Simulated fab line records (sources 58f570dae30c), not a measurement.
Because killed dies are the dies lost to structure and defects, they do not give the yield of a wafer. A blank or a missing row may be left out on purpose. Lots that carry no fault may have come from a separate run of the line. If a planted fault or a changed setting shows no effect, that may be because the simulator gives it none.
Which tool did it? | flow berkeley cmos170 | Sampling: 7 lots, 21 wafers, 2 of 331 route steps

== WHAT THE GAUGES SHOWED, per wafer ==
UCB170_NSD_CD_MEAS_06 targets a cd of 1200 nm.
lot  | measured     | on        | cd nm (nm)
L529 | day 8 05:09  | cd sem-01 | 1198.9 1198.5 1199.4
L531 | day 8 05:50  | cd sem-01 | 1202.4 1201.2 1200.4
L534 | day 9 01:59  | cd sem-01 | 1200.7 1201.5 1200.9
L533 | day 9 02:29  | cd sem-01 | 1199.1 1200.5 1200.2
L536 | day 9 20:17  | cd sem-02 | 1199.8 1200.1 1200.5
L540 | day 10 07:40 | cd sem-01 | 1199.5 1199.2 1201.4
L546 | day 11 08:13 | cd sem-02 | 1200.5 1201.5 1201.4

== WHICH TOOL RAN EACH LOT (tool, then ch and the chambers of the sampled wafers, then the start) ==
lot  | UCB170_NSD_PEB_04
L529 | litho track-01 ch 0, day 8 04:53
L531 | litho track-01 ch 0, day 8 05:34
L534 | litho track-01 ch 0, day 9 01:43
L533 | litho track-04 ch 0, day 9 02:13
L536 | litho track-03 ch 0, day 9 20:01
L540 | litho track-04 ch 0, day 10 07:24
L546 | litho track-03 ch 0, day 11 07:57
- UCB170_NSD_PEB_04

== THE ANSWER, worked out from the rows above alone ==
Rule: the usual values come from the lots themselves. Put in order of their means at a reading, lots are off if they are a third of the lots or fewer, leave a main group of 4 or more, and stand apart from it by a gap of 3 or more times the standard deviation of the main group's means; of several such gaps the widest counts. If all means in a main group match to the digits the tables above print for the reading, that group is not used. A lot without any number at a reading at which 4 lots or more have one is off too. Any other lot the step has rows for is counted as sound.
No lot is off on any of the readings shown, so nothing can be concluded from this.

== WHAT THE SIMULATOR PUT IN ==
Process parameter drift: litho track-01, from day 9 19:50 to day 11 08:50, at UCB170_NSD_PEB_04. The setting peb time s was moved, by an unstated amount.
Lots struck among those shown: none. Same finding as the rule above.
